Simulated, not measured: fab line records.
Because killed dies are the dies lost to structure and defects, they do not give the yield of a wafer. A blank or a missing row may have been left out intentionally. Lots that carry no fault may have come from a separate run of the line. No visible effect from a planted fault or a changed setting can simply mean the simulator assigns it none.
fab line records    flow ritCmos
[record] lots = 6  wafers = 18  lastDay = 7
route steps=202 shown GATE@83 M1@202
lots untouched by any fault: they come from a run of this same line in which no faults occurred
startH: hours from the record's first day to the start of the lot's first wafer shown    waitH: how many hours have passed since the lot's step before this one    " unchanged from the row above    L1.1+2: a row that stands for several wafers    - no value present, or no start provided    * or withheld: withheld    < > ~ a bound
route shown NAME@n: names a module that has steps shown in the file, with the first one's number in the route    usual: average and standard deviation across the fault-free wafers    same: alike in all rows    chamber/n: place in a boat    sites: the reading at each site    _std_site: standard deviation across them    _edge_site: inner sites' mean taken away from outer sites' mean    radiusMm: how far each site lies from the wafer's centre    mask NAME#n: copy n    behind: tool/chamber where the wafer was last shaped    hold: reason for holding the lot/hours on hold/outcome of the hold    device: which transistor (n, p or np) failed to switch    end of line: tests run on the same wafers once the route is complete    where a step has no rows: the recipe by itself    killed: dies lost to structure and defects at the first sort, not the wafer's yield    map: shows each die of a wafer: x if killed, . if not, _ if none is there
set.NAME: the setting as run; set.NAME@STEP: as run at that earlier step    model.NAME: the simulator's own value behind a step, which no gauge read
a table for each step, a row for each wafer; lots at some steps of the route
services: from which hour (startH, from the record's first day; less than 0 if before it) a tool's chamber was out of use, for how many hours, and why
[[steps]]
[step RIT_GATE_THK_MEAS_07]
[recipe] reads = SiO2_of_GATE_OXIDATION_05
[usual] GATE_OXIDE_THK = 3.04/0.064
lot.wafer  tool          chamber  startH  waitH  GATE_OXIDE_THK[nm]
L863.2     filmMetro-04  -        82.83   0.0    2.94
L863.4     "             -        "       "      2.96
L863.6     "             -        "       "      2.94
L865.2     filmMetro-03  -        92.31   0.0    2.99
L865.3     "             -        "       "      3.01
L865.6     "             -        "       "      2.91
L866.2     filmMetro-04  -        98.89   0.0    3.04
L866.5     "             -        "       "      3.05
L866.6     "             -        "       "      2.95
L867.2     filmMetro-04  -        103.04  0.0    3.02
L867.5     "             -        "       "      3.07
L867.6     "             -        "       "      3.04
L870.1     filmMetro-03  -        114.00  0.0    3.10
L870.5     "             -        "       "      3.18
L870.6     "             -        "       "      3.20
L876.1     filmMetro-04  -        144.14  0.0    3.01
L876.3     "             -        "       "      3.10
L876.6     "             -        "       "      3.07
[step RIT_GATE_CVD_08]
[recipe] material = poly-Si  targetThkNm = 250  tempC = 610  precursor = SiH4  timeS = 2220  pressureMtorr = 300  sih4FlowSccm = 100
[step RIT_GATE_THK_MEAS_09]
[recipe] reads = poly-Si_of_GATE_CVD_08
[usual] GATE_POLY_THK = 247.9/2.1
lot.wafer  tool          chamber  startH  waitH  GATE_POLY_THK[nm]
L863.2     filmMetro-01  -        84.93   0.0    248.4
L863.4     "             -        "       "      248.4
L863.6     "             -        "       "      248.0
L865.2     filmMetro-01  -        93.99   0.0    247.3
L865.3     "             -        "       "      248.0
L865.6     "             -        "       "      248.5
L866.2     filmMetro-03  -        100.56  0.0    249.3
L866.5     "             -        "       "      248.9
L866.6     "             -        "       "      250.7
L867.2     filmMetro-04  -        106.73  0.0    244.5
L867.5     "             -        "       "      246.3
L867.6     "             -        "       "      244.3
L870.1     filmMetro-04  -        115.67  0.0    247.7
L870.5     "             -        "       "      248.0
L870.6     "             -        "       "      248.5
L876.1     filmMetro-01  -        145.81  0.0    246.1
L876.3     "             -        "       "      246.9
L876.6     "             -        "       "      245.1
[step RIT_GATE_HMDS_10]
[recipe] primeTimeS = 60  primeTempC = 140
[step RIT_GATE_COAT_11]
[recipe] resist = NOVOLAK  spinRpm = 4250  resistThkNm = 850
[step RIT_GATE_SOFTBAKE_12]
[recipe] resist = NOVOLAK  tempC = 90  timeS = 60
[step RIT_GATE_EXPOSE_13]
[recipe] maskId = M6  na = 0.6  sourceShape = conventional  sigmaOuter = 0.6  targetCdNm = 150  doseMj = 380
[step RIT_GATE_PEB_14]
[recipe] resist = NOVOLAK  tempC = withheld  timeS = withheld
[step RIT_GATE_DEVELOP_15]
[recipe] resist = NOVOLAK  developTimeS = 50  devTempC = 23
[step RIT_GATE_CD_MEAS_16]
[recipe] targetCdNm = 150
[usual] cdNm = 151.5/2.9
lot.wafer  tool      chamber  startH  waitH  cdNm
L863.2     cdSem-02  -        85.89   -      151.0
L863.4     "         -        "       "      154.8
L863.6     "         -        "       "      156.7
L865.2     cdSem-02  -        94.91   -      155.6
L865.3     "         -        "       "      158.8
L865.6     "         -        "       "      156.6
L866.2     cdSem-01  -        101.68  -      154.9
L866.5     "         -        "       "      156.8
L866.6     "         -        "       "      154.0
L867.2     cdSem-01  -        107.98  -      152.7
L867.5     "         -        "       "      150.6
L867.6     "         -        "       "      151.1
L870.1     cdSem-01  -        116.71  -      148.5
L870.5     "         -        "       "      146.7
L870.6     "         -        "       "      146.7
L876.1     cdSem-01  -        146.85  -      152.8
L876.3     "         -        "       "      155.4
L876.6     "         -        "       "      152.4
[step RIT_GATE_OVL_MEAS_17]
[usual] GATE_OVL = 0.5/1.6
lot.wafer  tool        chamber  startH  waitH  GATE_OVL[nm]
L863.2     overlay-02  -        85.99   0.1    -1.2
L863.4     "           -        "       "      0.7
L863.6     "           -        "       "      2.3
L865.2     overlay-01  -        95.02   0.1    1.9
L865.3     "           -        "       "      2.0
L865.6     "           -        "       "      2.5
L866.2     overlay-01  -        101.79  0.1    -0.3
L866.5     "           -        "       "      -1.5
L866.6     "           -        "       "      -2.6
L867.2     overlay-01  -        108.09  0.1    2.0
L867.5     "           -        "       "      0.9
L867.6     "           -        "       "      3.7
L870.1     overlay-01  -        116.83  0.1    -1.8
L870.5     "           -        "       "      -1.7
L870.6     "           -        "       "      -1.1
L876.1     overlay-02  -        146.97  0.1    0.3
L876.3     "           -        "       "      -0.4
L876.6     "           -        "       "      0.4
[step RIT_GATE_HARDBAKE_18]
[recipe] resist = NOVOLAK  tempC = 140  timeS = 60
[step RIT_GATE_ETCH_19]
[recipe] chemistry = SF6/CHF3/O2  timeS = 165  SF6_flow_sccm = 30  CHF3_flow_sccm = 30  O2_flow_sccm = 5  target = poly-Si  pressureMtorr = 40  rfW = 160  targetDepthA = 3125  overEtchFrac = 0.25  stopOn = SiO2
[usual] CHF3_flow_sccm = 30.01/0.09  drypumpMotorCurrentA = 5.4/0.39  oesProductAu = 0.837/0.013  runLengthS = 193.2/0.42  throttleValvePct = 10.21/0.12
lot.wafer  tool      chamber  startH  waitH  CHF3_flow_sccm  drypumpMotorCurrentA  oesProductAu  rfHoursCounterH  runLengthS  throttleValvePct  model.NOVOLAK_of_GATE_COAT_11.thkNm
L863.2     rieSi-01  1        86.17   0.1    30.08           5.8                   0.711         7                239.3       10.28             656.3
L863.4     "         2        "       "      30.10           4.9                   0.692         43               239.3       10.29             650.7
L863.6     "         2        "       "      30.06           4.9                   0.693         -                239.4       10.30             650.3
L865.2     rieSi-01  2        95.20   0.1    30.00           4.9                   0.691         44               239.6       10.30             647.5
L865.3     "         0        "       "      29.86           5.1                   0.699         40               239.9       10.27             647.6
L865.6     "         2        "       "      30.08           5.0                   0.695         -                239.7       10.29             648.5
L866.2     rieSi-02  3        101.97  0.1    30.12           4.9                   0.826         11               193.5       10.43             668.2
L866.5     "         0        "       "      29.98           5.6                   0.842         -                192.9       10.04             663.5
L866.6     "         1        "       "      30.07           5.5                   0.827         -                193.0       10.11             668
L867.2     rieSi-02  1        108.27  0.1    29.88           5.5                   0.818         66               193.9       10.10             668.5
L867.5     "         2        "       "      29.91           6.0                   0.852         -                193.9       10.10             668.1
L867.6     "         1        "       "      29.93           5.5                   0.824         -                193.2       10.10             667.8
L870.1     rieSi-02  1        117.01  0.1    30.11           5.5                   0.827         66               193.2       10.08             667.2
L870.5     "         0        "       "      29.99           5.6                   0.847         -                192.8       10.04             659.1
L870.6     "         3        "       "      30.04           4.9                   0.834         -                192.9       10.42             666.7
L876.1     rieSi-02  1        147.16  0.1    30.05           5.5                   0.819         66               193.3       10.10             668.9
L876.3     "         3        "       "      29.94           4.9                   0.824         12               192.5       10.45             671.3
L876.6     "         1        "       "      29.93           5.5                   0.822         -                193.1       10.10             668.9
[step RIT_GATE_STRIP_20]
[recipe] chemistry = O2  timeS = 180  resist = NOVOLAK  platenTempC = withheld  powerW = 500  pressureMtorr = 4000  o2FlowSccm = 4000
[usual] drypumpMotorCurrentA = 6.0/0.47
lot.wafer  tool            chamber  startH  waitH  drypumpMotorCurrentA  rfHoursCounterH
L863.2     plasmaAsher-04  1        86.28   0.1    5.5                   30
L863.4     "               1        "       "      5.5                   -
L863.6     "               0        "       "      6.8                   -
L865.2     plasmaAsher-02  0        95.30   0.1    5.9                   45
L865.3     "               0        "       "      6.0                   -
L865.6     "               0        "       "      5.9                   -
L866.2     plasmaAsher-03  1        102.08  0.1    6.3                   47
L866.5     "               0        "       "      5.9                   -
L866.6     "               1        "       "      6.3                   -
L867.2     plasmaAsher-02  1        108.38  0.1    5.7                   47
L867.5     "               0        "       "      6.0                   -
L867.6     "               1        "       "      5.7                   -
L870.1     plasmaAsher-04  1        117.12  0.1    5.5                   34
L870.5     "               0        "       "      6.8                   -
L870.6     "               1        "       "      5.5                   -
L876.1     plasmaAsher-04  1        147.26  0.1    5.5                   38
L876.3     "               0        "       "      6.8                   -
L876.6     "               0        "       "      6.8                   -
[step RIT_M1_PROBE_99]
[usual] killedAtContacts = 0.1/0.38  killedAtFrontEnd = 6.9/2.9  killedDies = 7.1/3  killedOpen = 3.5/2.1  killedShort = 3.5/2
[same] grossDies = 264  killed_at_M0_to_M3 = 0  killed_at_M4_up = 0  killedAtBackSide = 0  killedAtOther = 0
lot.wafer  tool       chamber  startH  waitH  killedAtContacts  killedAtFrontEnd  killedDies  killedOpen  killedShort  model.etest.pmosTurned.rOnOhmUm  model.etest.pmos_0p3.rOnOhmUm  model.etest.pmos_0p15.rOnOhmUm  model.etest.pmos_0p15.driveUaUm  model.etest.pmosTurned.driveUaUm  model.etest.pwellPinched.rsOhmSq  model.etest.nwellPinched.rsOhmSq  model.etest.pmosNarrow.driveUaUm
L863.2     prober-02  -        106.67  0.1    1                 5                 6           1           5            3429                             6090                           2721                            262                              194.4                             468.8                             344.1                             105.9
L863.4     prober-02  -        106.77  0.2    0                 6                 6           1           5            3281                             6101                           2663                            270.7                            204.2                             486.7                             359.2                             108.8
L863.6     prober-02  -        106.87  0.2    1                 4                 5           2           3            3255                             6041                           2694                            269.7                            207.2                             486.4                             355.6                             108.8
L865.2     prober-02  -        116.28  0.1    0                 3                 3           1           2            3164                             6091                           2607                            279.3                            216.1                             480.2                             356.9                             106
L865.3     prober-02  -        116.33  0.2    0                 6                 6           5           1            3181                             6005                           2609                            276.4                            213.3                             471.4                             350.1                             106.3
L865.6     prober-02  -        116.48  0.2    0                 5                 5           4           1            3099                             5960                           2533                            283.6                            219                               467.1                             351.1                             106.9
L866.2     prober-01  -        123.03  0.1    0                 19                19          11          8            3765                             6509                           3025                            232.9                            170.7                             465.2                             343.2                             98.17
L866.5     prober-01  -        123.18  0.2    0                 5                 5           2           3            3830                             6570                           3123                            226.9                            167.1                             469                               341.8                             96.54
L866.6     prober-01  -        123.23  0.2    0                 10                10          8           2            3724                             6378                           2961                            238.3                            173                               459.8                             339                               99.98
L867.2     prober-01  -        129.97  0.1    0                 3                 3           2           1            3371                             6322                           2815                            252.5                            192.6                             446.6                             336.8                             99.86
L867.5     prober-01  -        130.12  0.2    2                 9                 11          4           7            3417                             6358                           2788                            253.1                            189.8                             458.9                             336.8                             101.4
L867.6     prober-01  -        130.17  0.2    0                 5                 5           3           2            3310                             6268                           2727                            258                              199.4                             455.8                             338.6                             102.5
L870.1     prober-01  -        138.18  0.1    0                 5                 5           3           2            3448                             6484                           2782                            250.5                            186.7                             459.9                             337.3                             95.56
L870.5     prober-01  -        138.38  0.2    0                 3                 3           3           0            3373                             6463                           2705                            257.9                            192.9                             456.4                             335.1                             96.79
L870.6     prober-01  -        138.43  0.2    0                 8                 8           3           5            3440                             6522                           2738                            252.2                            185.9                             449.8                             334.3                             94.1
L876.1     prober-01  -        168.44  0.1    0                 5                 5           2           3            3816                             6646                           3052                            231.5                            164.3                             459.8                             338.8                             93.1
L876.3     prober-01  -        168.54  0.2    0                 4                 4           2           2            3729                             6724                           3022                            228.8                            170.6                             455.9                             336.3                             93.53
L876.6     prober-01  -        168.69  0.2    0                 6                 6           3           2            3664                             6532                           2941                            238.6                            173.7                             452.8                             334.4                             97.01
// killed by level:class
L863.2 GATE:geometricParticle:short=3 SPACER:geometricParticle:open=1 SILICIDE:geometricParticle:short=1 CONTACT:geometricParticle:short=1
L863.4 SILICIDE:geometricParticle:short=2 FOX1:geometricParticle:short=1 GATE:geometricParticle:short=1 REOX:geometricParticle:open=1 SPACER:geometricParticle:short=1
L863.6 FOX1:geometricParticle:short=3 REOX:geometricParticle:open=1 CONTACT:geometricParticle:open=1
L865.2 FOX1:geometricParticle:short=1 FOX1:geometricParticle:open=1 SILICIDE:geometricParticle:short=1
L865.3 SPACER:geometricParticle:open=2 FOX1:geometricParticle:open=1 REOX:geometricParticle:short=1 REOX:geometricParticle:open=1 SILICIDE:geometricParticle:open=1
L865.6 FOX1:geometricParticle:open=1 GATE:geometricParticle:short=1 GATE:geometricParticle:open=1 SPACER:geometricParticle:open=1 SILICIDE:geometricParticle:open=1
L866.2 FOX1:geometricParticle:open=6 GATE:geometricParticle:short=3 FOX1:geometricParticle:short=2 GATE:geometricParticle:open=2 REOX:geometricParticle:open=2 SILICIDE:geometricParticle:short=2 REOX:geometricParticle:short=1 SILICIDE:geometricParticle:open=1
L866.5 FOX1:geometricParticle:short=1 FOX1:geometricParticle:open=1 GATE:geometricParticle:short=1 REOX:geometricParticle:open=1 REOX:geometricParticle:short=1
L866.6 GATE:geometricParticle:open=5 SPACER:geometricParticle:open=3 FOX1:geometricParticle:short=1 REOX:geometricParticle:short=1
L867.2 SPACER:geometricParticle:open=2 SPACER:geometricParticle:short=1
L867.5 GATE:geometricParticle:short=2 GATE:geometricParticle:open=2 ACTIVE:geometricParticle:short=1 FOX2:geometricParticle:short=1 FOX2:geometricParticle:open=1 SPACER:geometricParticle:short=1 SILICIDE:geometricParticle:short=1 CONTACT:geometricParticle:short=1
L867.6 GATE:geometricParticle:open=1 SPACER:geometricParticle:open=1 SPACER:geometricParticle:short=1 SILICIDE:geometricParticle:open=1 SILICIDE:geometricParticle:short=1
L870.1 GATE:geometricParticle:open=3 REOX:geometricParticle:short=2
L870.5 FOX1:geometricParticle:open=1 GATE:geometricParticle:open=1 SPACER:geometricParticle:open=1
L870.6 GATE:geometricParticle:short=4 FOX1:geometricParticle:open=2 FOX1:geometricParticle:short=1 GATE:geometricParticle:open=1
L876.1 FOX1:geometricParticle:short=2 FOX1:geometricParticle:open=1 GATE:geometricParticle:short=1 SPACER:geometricParticle:open=1
L876.3 FOX1:geometricParticle:open=2 FOX1:geometricParticle:short=1 GATE:geometricParticle:short=1
L876.6 GATE:geometricParticle:open=3 GATE:geometricParticle:short=2 NRETRO:coatMicrobubblePrinted=1
[[services]]
tool            chamber  startH  hours  kind
plasmaAsher-04  -        67.36   4.3    pm
rieSi-01        2        89.48   2.6    repair
rieSi-02        0        125.94  41.4   repair
plasmaAsher-03  -        142.21  2.9    repair
rieSi-02        2        144.82  1.8    repair
[[key]]
[firstSign] step = RIT_GATE_ETCH_19  reading = runLengthS  direction = up  sigmas = 99+  usual = *  struck = *
[effect] step = RIT_GATE_ETCH_19  reading = oesProductAu  direction = down  sigmas = 11  usual = 0.837  struck = 0.697
[modelEffect] step = RIT_GATE_ETCH_19  value = NOVOLAK_of_GATE_COAT_11.thkNm  without = 673.1  struck = 650.2
[modelEffect] step = RIT_M1_PROBE_99  value = etest.pmosTurned.rOnOhmUm  without = 3537  struck = 3235
metAt RIT_GATE_ETCH_19
struckWafers L863.2,L863.4,L863.6,L865.2,L865.3,L865.6
testerLeftOut L863,L865
[fault] kind = processParameterDrift  tool = rieSi-01  chamber = -  onsetH = 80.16  steps = RIT_GATE_ETCH_19  channel = timeS  offset = *  shape = step  endH = 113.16  stated = *
// testerLeftOut: of these lots the tester's yield and bins aren't shown, on N5 and GAA mostly nor the transistor test; their killed dies are dies lost to structure and defects alone, not to doping, threshold or leakage, so they don't give the yield
